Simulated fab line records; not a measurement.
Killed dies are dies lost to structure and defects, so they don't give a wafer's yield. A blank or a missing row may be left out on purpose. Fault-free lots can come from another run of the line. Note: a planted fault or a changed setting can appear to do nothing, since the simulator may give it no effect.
fab line records | flow rit_cmos
record: lots: 13 wafers: 39 last_day: 7
route steps=202 shown FOX2@23
lots with no fault: from the same line, run without faults
start_h: start of the lot's first displayed wafer, in hours after the record's first day | wait_h: time in hours since the lot's previous step | " same as the row above | L1.1+2: a row that stands for several wafers | - no value present, or no start provided | * or withheld: withheld | < > ~ a bound
route shown NAME@n: names a module that has steps shown in the file, with the first one's number in the route | usual: average and standard deviation across the fault-free wafers | same: alike in all rows | chamber/n: place in a boat | sites: readings site by site | _std_site: standard deviation across them | _edge_site: inner sites' mean taken away from outer sites' mean | radius_mm: for every site, how far away it sits from the centre of the wafer | mask NAME#n: copy n | behind: the tool/chamber that last shaped the wafer | hold: why the lot was held/for how many hours/how that ended | device: which transistor (n, p or np) failed to switch | end of line: tests run on the same wafers once the route is complete | for a step that has no rows: nothing shown but its recipe | killed: the dies lost at the first sort to structure and to defects; this is not the yield of the wafer | map: per-die view of a wafer (x killed, . not killed, _ where there is no die)
set.NAME: setting as actually run; set.NAME@STEP: the setting as run at that earlier step | model.NAME: the simulator's own value behind a step, which no gauge read
route steps across a sampled set of lots; one table per step, one row per wafer
services: from which hour (start_h, from the record's first day; less than 0 if before it) a tool's chamber was out of use, for how many hours, and why
== steps ==
step: RIT_FOX2_OXIDATION_00
recipe: temp_c: 1100 ambient: H2O target_thk_a: 3507 p_h2o_torr: 720 ox_time_s: 1130
columns lot.wafer tool chamber start_h wait_h
L509.2+3+5 furnace-01 0 17.36 0.0
L510.4+5+6 furnace-04 0 22.35 0.0
L511.1+3+5 furnace-01 0 27.96 0.0
L512.2+3+5 furnace-01 0 33.39 0.0
L513.1+4+6 furnace-01 0 37.40 0.0
L514.2+3+4 furnace-01 0 42.00 0.0
L515.2+3+4 furnace-01 0 47.12 0.0
L518.1+3+6 furnace-04 0 62.87 0.0
L520.4+5+6 furnace-03 0 72.02 0.0
L521.2+4+6 furnace-04 0 77.05 0.0
L522.3+5+6 furnace-03 0 82.39 0.0
L526.1+3+6 furnace-03 0 103.95 0.4
L530.3+4+5 furnace-01 0 122.85 0.0
step: RIT_FOX2_THK_MEAS_01
recipe: reads: SiO2_of_FOX2_OXIDATION_00
usual: FOX2_OXIDE_THK: 352/5.7
columns lot.wafer tool chamber start_h wait_h FOX2_OXIDE_THK[nm]
L509.2 film_metro-01 - 18.68 0.0 353
L509.3 " - " " 352
L509.5 " - " " 355
L510.4 film_metro-02 - 23.69 0.0 355
L510.5 " - " " 360
L510.6 " - " " 353
L511.1 film_metro-02 - 29.27 0.0 356
L511.3 " - " " 357
L511.5 " - " " 351
L512.2 film_metro-01 - 34.72 0.0 361
L512.3 " - " " 362
L512.5 " - " " 350
L513.1 film_metro-03 - 38.71 0.0 355
L513.4 " - " " 353
L513.6 " - " " 358
L514.2 film_metro-03 - 43.32 0.0 343
L514.3 " - " " 351
L514.4 " - " " 348
L515.2 film_metro-01 - 48.44 0.0 345
L515.3 " - " " 347
L515.4 " - " " 350
L518.1 film_metro-01 - 64.19 0.0 362
L518.3 " - " " 360
L518.6 " - " " 358
L520.4 film_metro-01 - 73.37 0.0 356
L520.5 " - " " 360
L520.6 " - " " 351
L521.2 film_metro-01 - 78.38 0.0 362
L521.4 " - " " 354
L521.6 " - " " 355
L522.3 film_metro-03 - 83.73 0.0 357
L522.5 " - " " 352
L522.6 " - " " 351
L526.1 film_metro-01 - 105.27 0.0 367
L526.3 " - " " 368
L526.6 " - " " 365
L530.3 film_metro-01 - 124.19 0.0 352
L530.4 " - " " 355
L530.5 " - " " 353
step: RIT_FOX2_THK_MEAS_90
recipe: reads: SiO2_of_FOX2_OXIDATION_00
usual: FIELD_OXIDE_LEFT_1_THK: 325/5.7
columns lot.wafer tool chamber start_h wait_h FIELD_OXIDE_LEFT_1_THK[nm]
L509.2 film_metro-01 - 19.56 0.0 325
L509.3 " - " " 325
L509.5 " - " " 328
L510.4 film_metro-02 - 24.57 0.0 327
L510.5 " - " " 332
L510.6 " - " " 327
L511.1 film_metro-01 - 30.22 0.0 329
L511.3 " - " " 329
L511.5 " - " " 324
L512.2 film_metro-03 - 35.59 0.0 333
L512.3 " - " " 335
L512.5 " - " " 322
L513.1 film_metro-01 - 39.59 0.0 328
L513.4 " - " " 325
L513.6 " - " " 330
L514.2 film_metro-03 - 44.20 0.0 315
L514.3 " - " " 323
L514.4 " - " " 321
L515.2 film_metro-03 - 49.32 0.0 318
L515.3 " - " " 320
L515.4 " - " " 323
L518.1 film_metro-01 - 65.07 0.0 335
L518.3 " - " " 333
L518.6 " - " " 330
L520.4 film_metro-01 - 74.24 0.0 328
L520.5 " - " " 333
L520.6 " - " " 323
L521.2 film_metro-03 - 79.25 0.0 334
L521.4 " - " " 327
L521.6 " - " " 328
L522.3 film_metro-01 - 84.68 0.0 329
L522.5 " - " " 324
L522.6 " - " " 324
L526.1 film_metro-03 - 106.14 0.0 340
L526.3 " - " " 341
L526.6 " - " " 338
L530.3 film_metro-01 - 125.13 0.0 324
L530.4 " - " " 328
L530.5 " - " " 325
step: RIT_FOX2_THK_MEAS_91
recipe: reads: SiO2_of_FOX2_OXIDATION_00
usual: FIELD_OXIDE_LEFT_2_THK: 257/5.7
columns lot.wafer tool chamber start_h wait_h FIELD_OXIDE_LEFT_2_THK[nm]
L509.2 film_metro-01 - 32.14 0.0 257
L509.3 " - " " 256
L509.5 " - " " 260
L510.4 film_metro-01 - 36.97 0.0 259
L510.5 " - " " 265
L510.6 " - " " 259
L511.1 film_metro-03 - 42.71 0.0 260
L511.3 " - " " 261
L511.5 " - " " 255
L512.2 film_metro-03 - 48.07 0.0 265
L512.3 " - " " 267
L512.5 " - " " 254
L513.1 film_metro-01 - 52.18 0.0 261
L513.4 " - " " 258
L513.6 " - " " 263
L514.2 film_metro-02 - 56.94 0.0 247
L514.3 " - " " 255
L514.4 " - " " 252
L515.2 film_metro-03 - 61.58 0.0 251
L515.3 " - " " 252
L515.4 " - " " 256
L518.1 film_metro-01 - 77.59 0.0 267
L518.3 " - " " 265
L518.6 " - " " 263
L520.4 film_metro-03 - 87.41 0.0 260
L520.5 " - " " 265
L520.6 " - " " 255
L521.2 film_metro-02 - 92.75 0.0 267
L521.4 " - " " 259
L521.6 " - " " 260
L522.3 film_metro-03 - 97.75 0.0 261
L522.5 " - " " 256
L522.6 " - " " 256
L526.1 film_metro-02 - 118.81 0.0 272
L526.3 " - " " 273
L526.6 " - " " 270
L530.3 film_metro-03 - 137.44 0.0 256
L530.4 " - " " 259
L530.5 " - " " 257
== services ==
columns tool chamber start_h hours kind
furnace-01 - 2.26 7.2 repair
furnace-01 - 85.35 3.3 pm
furnace-04 - 93.87 4.0 pm
furnace-04 - 109.31 3.3 pm
== key ==
first_sign: step: RIT_FOX2_THK_MEAS_01 reading: FOX2_OXIDE_THK direction: up sigmas: 2.6 usual: 352 struck: 367
effect: step: RIT_FOX2_THK_MEAS_90 reading: FIELD_OXIDE_LEFT_1_THK direction: up sigmas: 2.6 usual: 325 struck: 340
effect: step: RIT_FOX2_THK_MEAS_91 reading: FIELD_OXIDE_LEFT_2_THK direction: up sigmas: 2.6 usual: 257 struck: 272
met_at RIT_FOX2_OXIDATION_00
struck_lots L526
tester_left_out L526
onset_between 82.39 103.95
fault: kind: process_parameter_drift tool: furnace-03 chamber: - onset_h: 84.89 steps: RIT_FOX2_OXIDATION_00 channel: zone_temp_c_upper offset: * shape: step end_h: 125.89
tester_left_out: of these lots the tester's yield and bins aren't shown, on N5 and GAA mostly nor the transistor test; their killed dies are dies lost to structure and defects alone, not to doping, threshold or leakage, so they don't give the yield
